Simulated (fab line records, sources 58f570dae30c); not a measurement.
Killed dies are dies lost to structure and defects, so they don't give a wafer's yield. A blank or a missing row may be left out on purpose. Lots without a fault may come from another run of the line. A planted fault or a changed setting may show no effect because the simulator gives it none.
One fault seen from 2 desks | flow berkeley_cmos170 | each desk has only its own numbers; what lay behind them comes last

THE TOOL OWNER'S DESK: implanter-02
The tool's own readings at UCB170_NWELL_IMPLANT_14: means of the sampled wafers that have a number, for each lot that ran on this tool. A lot is out of limits, marked OUT, if its mean lies more than 4 standard deviations from the usual mean; the brackets give that distance.
Columns: A = beam_energy_keV at UCB170_NWELL_IMPLANT_14, usual 150.01; B = beam_on_s at UCB170_NWELL_IMPLANT_14, usual 9.99 s
lot  | first seen here | A                        | B
L389 | day 2 11:32     | 150.00                   | 9.86
L397 | day 4 04:43     | 143.35 (-99 or more) OUT | 9.94
L398 | day 4 13:38     | 143.39 (-99 or more) OUT | 9.93
L411 | day 7 03:59     | 149.99                   | 9.87
This desk's finding: out of limits on L397, L398; first on L397, day 4 04:43 (beam_energy_keV at UCB170_NWELL_IMPLANT_14). In limits: L389, L411.

THE METROLOGY DESK
What the gauges read, lot by lot, whatever tool the lot ran on: means of the sampled wafers that have a number. A lot is out of limits, marked OUT, if its mean lies more than 4 standard deviations from the usual mean; the brackets give that distance.
Columns: A = NVT_OVL at UCB170_NVT_OVL_MEAS_06, usual -3 nm; B = cd_nm at UCB170_NLDD_CD_MEAS_06, usual 1200.1 nm
lot  | first seen here | A   | B
L388 | day 5 16:02     | 1   | 1198.1
L390 | day 5 16:17     | 0   | 1200.0
L389 | day 5 16:51     | -7  | 1199.1
L397 | day 7 18:41     | -5  | 1199.6
L398 | day 8 01:07     | 0   | 1198.9
L400 | day 8 09:22     | 0   | 1200.4
L401 | day 8 09:39     | -1  | 1200.1
L403 | day 8 22:31     | -6  | 1200.2
L405 | day 9 02:14     | -3  | 1201.0
L408 | day 9 14:56     | -6  | 1198.2
L407 | day 9 15:01     | -10 | 1199.9
L406 | day 9 15:32     | -3  | 1199.9
L410 | day 10 00:32    | -5  | 1200.8
L411 | day 10 00:45    | -1  | 1199.6
This desk's finding: nothing out of limits on any of the 14 lots.

PUT TOGETHER
The tool owner's desk could have raised an alarm at day 4 04:43, on L397, L398.
The metrology desk saw nothing out of limits.
The metrology desk has L397, L398 on record, within its limits.
Of the lots named, all ran UCB170_NWELL_IMPLANT_14 on implanter-02.

WHAT THE SIMULATOR HAD PUT IN
Process parameter drift: implanter-02, from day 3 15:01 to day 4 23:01, at UCB170_NWELL_IMPLANT_14. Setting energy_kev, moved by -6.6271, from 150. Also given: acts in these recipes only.
Lots struck among those shown: L397, L398.
Hours from the fault's start to each desk's first reading out of limits: the tool owner's desk, 14.
